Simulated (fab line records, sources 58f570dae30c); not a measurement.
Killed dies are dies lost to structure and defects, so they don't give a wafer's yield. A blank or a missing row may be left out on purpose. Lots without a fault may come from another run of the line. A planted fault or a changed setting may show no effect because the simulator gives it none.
Chamber matching | flow berkeley_cmos170 | UCB170_GATE_ETCH_15 on rie_si-02: 4 sister chambers
The step etches poly-Si in HBr/Cl2, stops on SiO2, time 56.3 s, target depth 278.2 nm. 4 wafers are shown with their chamber, then 9 later ones without.

WAFERS WITH THEIR CHAMBER
wafer  | chamber | throttle_valve_pct (%)
L803.6 | 0       | 26.48
L812.3 | 2       | 26.50
L810.3 | 3       | 26.28
L810.5 | 1       | 26.70

WAFERS WITHOUT THEIR CHAMBER
wafer  | throttle_valve_pct (%)
L814.2 | 26.35
L814.5 | 26.36
L814.6 | 26.72
L815.4 | 26.70
L815.5 | 26.33
L815.6 | 26.28
L820.1 | 26.53
L820.3 | 26.28
L820.5 | 26.69

WHICH CHAMBER EACH WENT THROUGH
wafer  | from the rows above          | in truth
L814.2 | can't be placed: 3 or 0 or 2 | 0
L814.5 | can't be placed: 3 or 0 or 2 | 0
L814.6 | 1                            | 1
L815.4 | 1                            | 1
L815.5 | 3                            | 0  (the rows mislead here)
L815.6 | 3                            | 3
L820.1 | can't be placed: 2 or 0      | 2
L820.3 | 3                            | 3
L820.5 | 1                            | 1
Placed correctly: 5 of 9. Can't be placed from these rows: 3 (the true chamber is among the candidates in 3). Placed wrongly: 1.
How it was worked out, from the rows above alone: a wafer's distance from a chamber is the root of the sum, over the readings, of the square of ((its reading less the chamber's mean) divided by the reading's scatter). The wafer belongs to the nearest chamber; if the next one is less than 2 further off, it can't be placed. A chamber's mean is the mean of its shown wafers. The scatter: with one shown wafer a chamber, the root of the mean of the squares of how far each hidden wafer lies from its nearest shown one.
